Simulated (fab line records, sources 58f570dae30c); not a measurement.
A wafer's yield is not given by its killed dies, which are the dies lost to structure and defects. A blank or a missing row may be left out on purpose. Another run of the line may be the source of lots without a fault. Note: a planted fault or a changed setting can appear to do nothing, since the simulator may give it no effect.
Chamber matching + flow berkeleyCmos170 + UCB170_SPACER_CVD_00 on pecvd-03 has 3 sister chambers
The step deposits SiO2 from TEOS/O2, target thk 376 nm, time 47 s. 3 wafers are shown with their chamber, then 8 later ones without.

## WAFERS WITH THEIR CHAMBER
| wafer  | chamber | heaterPowerW (W) |
|--------|---------|------------------|
| L806.6 | 2       | 183              |
| L805.1 | 1       | 257              |
| L807.2 | 0       | 335              |

## WAFERS WITHOUT THEIR CHAMBER
| wafer  | heaterPowerW (W) |
|--------|------------------|
| L807.3 | 215              |
| L807.6 | 268              |
| L808.2 | 270              |
| L808.5 | 182              |
| L808.6 | 352              |
| L810.1 | 334              |
| L810.3 | 191              |
| L810.6 | 245              |

## THE CHAMBER EACH PASSED THROUGH
| wafer  | from the rows above     | in truth                   |
|--------|-------------------------|----------------------------|
| L807.3 | can't be placed: 2 or 1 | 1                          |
| L807.6 | 1                       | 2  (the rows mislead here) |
| L808.2 | 1                       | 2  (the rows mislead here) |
| L808.5 | 2                       | 2                          |
| L808.6 | 0                       | 0                          |
| L810.1 | 0                       | 0                          |
| L810.3 | 2                       | 2                          |
| L810.6 | 1                       | 1                          |
Correctly placed: 5 of 8. Cannot be placed on the basis of these rows: 1; the candidates contain the true chamber in 1. Number placed wrongly: 2.
How it was worked out, from the rows above alone: a wafer's distance from a chamber is the root of the sum, over the readings, of the square of ((its reading less the chamber's mean) divided by the reading's scatter). The wafer belongs to the nearest chamber; if the next one is less than 2 further off, it can't be placed. The mean given for a chamber averages the wafers shown for that chamber. The scatter: with one shown wafer a chamber, the root of the mean of the squares of how far each hidden wafer lies from its nearest shown one.
